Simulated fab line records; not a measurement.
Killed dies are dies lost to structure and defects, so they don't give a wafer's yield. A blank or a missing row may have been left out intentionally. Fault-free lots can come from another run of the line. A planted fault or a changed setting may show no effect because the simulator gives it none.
Shared-tool check :: flow berkeleyCmos170 :: Sample size 14 lots and 42 wafers

REASON IT WAS OPENED
UCB170_SACOX_THK_MEAS_02, reading SACOX_OXIDE_THK: flagged on 2 of 14 lots. Fault-free wafers read 14.33 nm, with a standard deviation of 0.27.
Rule: a lot gets a flag if all its wafers with a number sit over 4 standard deviations from that mean, or if no wafer of it has a number. The rest of the lots are taken to be sound.

lot: L692
measured: day 5 09:49
on: filmMetro-02
SACOX_OXIDE_THK (nm), wafer by wafer: 14.43 14.24 14.60
flag: 

lot: L691
measured: day 5 09:50
on: filmMetro-03
SACOX_OXIDE_THK (nm), wafer by wafer: 14.40 14.12 14.19
flag: 

lot: L693
measured: day 5 20:10
on: filmMetro-04
SACOX_OXIDE_THK (nm), wafer by wafer: 22.93 22.99 22.69
flag: FLAGGED

lot: L694
measured: day 6 00:37
on: filmMetro-02
SACOX_OXIDE_THK (nm), wafer by wafer: 14.16 14.39 14.11
flag: 

lot: L696
measured: day 6 15:59
on: filmMetro-02
SACOX_OXIDE_THK (nm), wafer by wafer: 22.80 22.78 22.40
flag: FLAGGED

lot: L699
measured: day 7 08:45
on: filmMetro-03
SACOX_OXIDE_THK (nm), wafer by wafer: 14.19 14.37 14.42
flag: 

lot: L700
measured: day 7 08:46
on: filmMetro-02
SACOX_OXIDE_THK (nm), wafer by wafer: 14.15 14.27 14.19
flag: 

lot: L705
measured: day 7 22:57
on: filmMetro-04
SACOX_OXIDE_THK (nm), wafer by wafer: 14.18 14.11 14.02
flag: 

lot: L706
measured: day 7 22:57
on: filmMetro-02
SACOX_OXIDE_THK (nm), wafer by wafer: 14.48 14.51 14.30
flag: 

lot: L707
measured: day 8 11:20
on: filmMetro-03
SACOX_OXIDE_THK (nm), wafer by wafer: 14.77 14.59 14.31
flag: 

lot: L709
measured: day 8 19:44
on: filmMetro-02
SACOX_OXIDE_THK (nm), wafer by wafer: 14.44 14.18 14.28
flag: 

lot: L710
measured: day 9 04:23
on: filmMetro-04
SACOX_OXIDE_THK (nm), wafer by wafer: 14.36 14.22 14.49
flag: 

lot: L712
measured: day 9 12:16
on: filmMetro-04
SACOX_OXIDE_THK (nm), wafer by wafer: 14.11 14.13 14.19
flag: 

lot: L714
measured: day 9 12:18
on: filmMetro-03
SACOX_OXIDE_THK (nm), wafer by wafer: 13.91 14.04 13.96
flag: 
Average over the flagged lots: 22.77 nm; offset from the usual +8.44 nm, equal to +31 standard deviations.

EACH LOT AND THE TOOL IT RAN ON
The record keeps 1 process step preceding the reading, out of 331 steps on the route. Every cell lists first the tool, next ch and the chambers used by the sampled wafers, and last the start.
lot: L692
flag: 
UCB170_SACOX_OXIDATION_01: furnace-01 ch 0, day 5 08:10

lot: L691
flag: 
UCB170_SACOX_OXIDATION_01: furnace-01 ch 0, day 5 08:10

lot: L693
flag: FLAGGED
UCB170_SACOX_OXIDATION_01: furnace-02 ch 0, day 5 15:46 and furnace-01 ch 0, day 5 18:31

lot: L694
flag: 
UCB170_SACOX_OXIDATION_01: furnace-02 ch 0, day 5 22:57

lot: L696
flag: FLAGGED
UCB170_SACOX_OXIDATION_01: furnace-01 ch 0, day 6 11:59 and furnace-02 ch 0, day 6 14:19

lot: L699
flag: 
UCB170_SACOX_OXIDATION_01: furnace-01 ch 0, day 7 07:05

lot: L700
flag: 
UCB170_SACOX_OXIDATION_01: furnace-01 ch 0, day 7 07:05

lot: L705
flag: 
UCB170_SACOX_OXIDATION_01: furnace-02 ch 0, day 7 21:17

lot: L706
flag: 
UCB170_SACOX_OXIDATION_01: furnace-02 ch 0, day 7 21:17

lot: L707
flag: 
UCB170_SACOX_OXIDATION_01: furnace-01 ch 0, day 8 09:39

lot: L709
flag: 
UCB170_SACOX_OXIDATION_01: furnace-04 ch 0, day 8 18:03

lot: L710
flag: 
UCB170_SACOX_OXIDATION_01: furnace-04 ch 0, day 9 02:43

lot: L712
flag: 
UCB170_SACOX_OXIDATION_01: furnace-02 ch 0, day 9 10:36

lot: L714
flag: 
UCB170_SACOX_OXIDATION_01: furnace-02 ch 0, day 9 10:36
What the steps here do:
- UCB170_SACOX_OXIDATION_01: target thk 14.4 nm, ox time 2400 s.
- UCB170_SACOX_THK_MEAS_02

FLAGGED AGAINST TOTAL, ONE TOOL AT A TIME (gauges that did the reading follow at the end)
step: UCB170_SACOX_OXIDATION_01
tool: furnace-01
lots run: 7
flagged: 2
share of the flagged lots: all
sound lots run after its first flagged lot: 3 (L699,L700,L707)

step: UCB170_SACOX_OXIDATION_01
tool: furnace-02
lots run: 7
flagged: 2
share of the flagged lots: all
sound lots run after its first flagged lot: 5 (L694,L705,L706,L712,L714)

step: UCB170_SACOX_OXIDATION_01
tool: furnace-04
lots run: 2
flagged: 0
share of the flagged lots: none
sound lots run after its first flagged lot: -

step: UCB170_SACOX_THK_MEAS_02
tool: filmMetro-02
lots run: 6
flagged: 1
share of the flagged lots: some
sound lots run after its first flagged lot: 3 (L700,L706,L709)

step: UCB170_SACOX_THK_MEAS_02
tool: filmMetro-03
lots run: 4
flagged: 0
share of the flagged lots: none
sound lots run after its first flagged lot: -

step: UCB170_SACOX_THK_MEAS_02
tool: filmMetro-04
lots run: 4
flagged: 1
share of the flagged lots: some
sound lots run after its first flagged lot: 3 (L705,L710,L712)

WHAT THE TABLE PERMITS
Every flagged lot went through 2 rows of the table: furnace-01 at UCB170_SACOX_OXIDATION_01 and furnace-02 at UCB170_SACOX_OXIDATION_01.
- furnace-01 at UCB170_SACOX_OXIDATION_01 ran 7 lots, 2 of them flagged. Sound lots followed the first flagged one (L699, L700, L707) on it, something a lasting fault affecting the whole tool could not allow.
- furnace-02 at UCB170_SACOX_OXIDATION_01 ran 7 lots, 2 of them flagged. Sound lots followed the first flagged one (L694, L705, L706, L712, L714) on it, something a lasting fault affecting the whole tool could not allow.
Every row of the table either missed a flagged lot or ran a sound lot after the first.

WHAT THE SIMULATOR PUT IN
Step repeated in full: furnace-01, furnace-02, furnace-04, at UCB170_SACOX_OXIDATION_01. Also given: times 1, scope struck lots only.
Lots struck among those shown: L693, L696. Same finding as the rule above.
